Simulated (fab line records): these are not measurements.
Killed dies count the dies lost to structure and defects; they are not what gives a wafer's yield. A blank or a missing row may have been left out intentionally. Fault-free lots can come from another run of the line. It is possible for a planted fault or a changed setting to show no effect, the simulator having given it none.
Comparing a struck lot with a sound one || flow rit cmos || 32 steps out of a route of 202
Sound: these wafers, L633.4, L633.5, L633.6. Wafers L646.1, L646.3, L646.6 were the ones struck. The cause is given at the end.
Per side, at each step with rows, come the tool, then ch with its chambers, and then its first start. Under that, the readings that differ: sound wafers || struck wafers || difference of the means || sigmas: that difference in standard deviations of wafers without a fault.
alike: readings whose means differ by less than 2 such deviations, and words and numbers that are the same on both sides. not compared: withheld readings, readings that some wafer has no value for, bounds like >300 that may hide the same value, and numbers for which the record gives no deviation and whose values overlap.
The two part at a step that has a row with sigmas, a row that says differs or no value, or rows on one side only. Non-overlapping numbers with no deviation appear without sigmas and do not part them. A reading that every wafer of one side lacks parts them only if that side has two wafers or more.

first, 5 steps without rows for these wafers: RIT_CONTACT_COAT_03 (resist thk 1000 nm); RIT_CONTACT_SOFTBAKE_04 (time 60 s); RIT_CONTACT_EXPOSE_05 (exposes mask M11, target cd 1000 nm); RIT_CONTACT_PEB_06; RIT_CONTACT_DEVELOP_07 (develop time 120 s).
RIT_CONTACT_CD_MEAS_08: target cd 1000 nm.
  struck on cd sem-02, day 7 07:59; sound on cd sem-01, day 4 09:52
  alike: cd nm
RIT_CONTACT_OVL_MEAS_09:
  struck on overlay-02, day 7 08:06; sound on overlay-02, day 4 09:56
  alike: CONTACT_OVL
then, 1 step without rows for these wafers: RIT_CONTACT_HARDBAKE_10 (time 60 s).
RIT_CONTACT_ETCH_11: etches SiO2 in CHF3/CF4/Ar, stops on TiSi2, target depth 480 nm, time 320 s.
  sound on rie diel-02 ch 0,1,2, day 4 10:20; struck on rie diel-01 ch 0,1, day 7 08:17
  alike: drypump motor current A, oes product au, throttle valve pct
  not compared: rf hours counter h
RIT_CONTACT_STRIP_12: strips in O2, time 180 s.
  sound on plasma asher-04 ch 0,1, day 4 10:30; struck on plasma asher-02 ch 0,1, day 7 08:29
  alike: drypump motor current A
  not compared: rf hours counter h
RIT_CONTACT_CD_MEAS_90: target cd 1000 nm.
  struck on cd sem-01, day 7 08:40; sound on cd sem-01, day 4 10:44
  alike: cd nm
then, 1 step without rows for these wafers: RIT_CONTACT_CLEAN_13 (cleans in SC1, time 600 s).
RIT_CONTACT_CLEAN_14: cleans in SC2, time 600 s.
  sound on wet bench-02 ch 2, day 4 11:01; struck on wet bench-03 ch 1, day 7 08:57
  alike: bath heat duty pct
RIT_M1_SPUTTER_00: material Al, target thk 400 nm, time 500 s.
  struck on pvd sputter-04, day 7 09:08; sound on pvd sputter-03, day 4 11:11
  alike: throttle valve pct
RIT_M1_RS_MEAS_01: measures by four-point-probe.
  struck on film metro-04, day 7 09:25; sound on film metro-04, day 4 11:32
  alike: M1_AL_RS
RIT_M1_THK_MEAS_02: measures by xrf.
  struck on film metro-04, day 7 09:32; sound on film metro-04, day 4 11:38
  alike: M1_AL_THK
then, 6 steps without rows for these wafers: RIT_M1_HMDS_03 (prime time 60 s); RIT_M1_COAT_04 (resist thk 1322 nm); RIT_M1_SOFTBAKE_05 (time 60 s); RIT_M1_EXPOSE_06 (exposes mask M12, target cd 2600 nm); RIT_M1_PEB_07; RIT_M1_DEVELOP_08 (develop time 68 s).
RIT_M1_CD_MEAS_09: target cd 2600 nm.
  struck on cd sem-01, day 7 10:43; sound on cd sem-01, day 4 12:39
{"reading": "cd nm (nm)", "sound": "2593.6 2589.6 2592.1", "struck": "2598.7 2601.3 2598.1", "difference": "+7.6", "sigmas": "+3"}
RIT_M1_OVL_MEAS_10:
  struck on overlay-01, day 7 10:50; sound on overlay-02, day 4 12:43
  alike: M1_OVL
then, 1 step without rows for these wafers: RIT_M1_HARDBAKE_11 (time 120 s).
RIT_M1_METAL_ETCH_12: etches Al in Cl2/BCl3, stops on SiO2, time 165 s, target depth 600 nm.
  sound on rie metal-03 ch 0,1, day 4 13:03; struck on rie metal-01 ch 0,1, day 7 11:07
  alike: drypump motor current A, oes product au, throttle valve pct
  not compared: rf hours counter h
then, 1 step without rows for these wafers: RIT_M1_STRIP_13 (strips in nmp, time 600 s).
RIT_M1_STRIP_14: strips in O2, time 180 s.
  sound on plasma asher-04 ch 0,1, day 4 13:23; struck on plasma asher-04 ch 0,1, day 7 11:27
  alike: drypump motor current A
  not compared: rf hours counter h
RIT_M1_CD_MEAS_90: target cd 2600 nm.
  struck on cd sem-01, day 7 11:37; sound on cd sem-01, day 4 13:34
{"reading": "cd nm (nm)", "sound": "2592 2591 2589", "struck": "2597 2602 2597", "difference": "+8", "sigmas": "+3"}
then, 1 step without rows for these wafers: RIT_M1_ANNEAL_15 (time 1800 s).
RIT_M1_BOW_MEAS_16:
  struck on film metro-02, day 7 13:14; sound on film metro-04, day 4 15:11
  alike: M1_BOW
RIT_M1_PROBE_99:
  struck on prober-02, day 7 13:22; sound on prober-02, day 4 15:24
{"reading": "hold", "sound": "- - -", "struck": "await dispo/2.4h/release await dispo/2.4h/release await dispo/2.4h/release", "difference": "no value on the sound wafers", "sigmas": ""}
{"reading": "killed at contacts", "sound": "0 0 0", "struck": "33 37 41", "difference": "+37", "sigmas": "+99 or more"}
{"reading": "killed dies", "sound": "4 6 6", "struck": "43 42 49", "difference": "+39", "sigmas": "+14"}
  alike: killed_at_M0_to_M3, killed at front end, killed on rim, killed open, killed short

== WHERE THEY PART ==
Last at RIT_M1_PROBE_99 as far as this record goes, first at RIT_M1_CD_MEAS_09.

WHY: what had been put in by the simulator
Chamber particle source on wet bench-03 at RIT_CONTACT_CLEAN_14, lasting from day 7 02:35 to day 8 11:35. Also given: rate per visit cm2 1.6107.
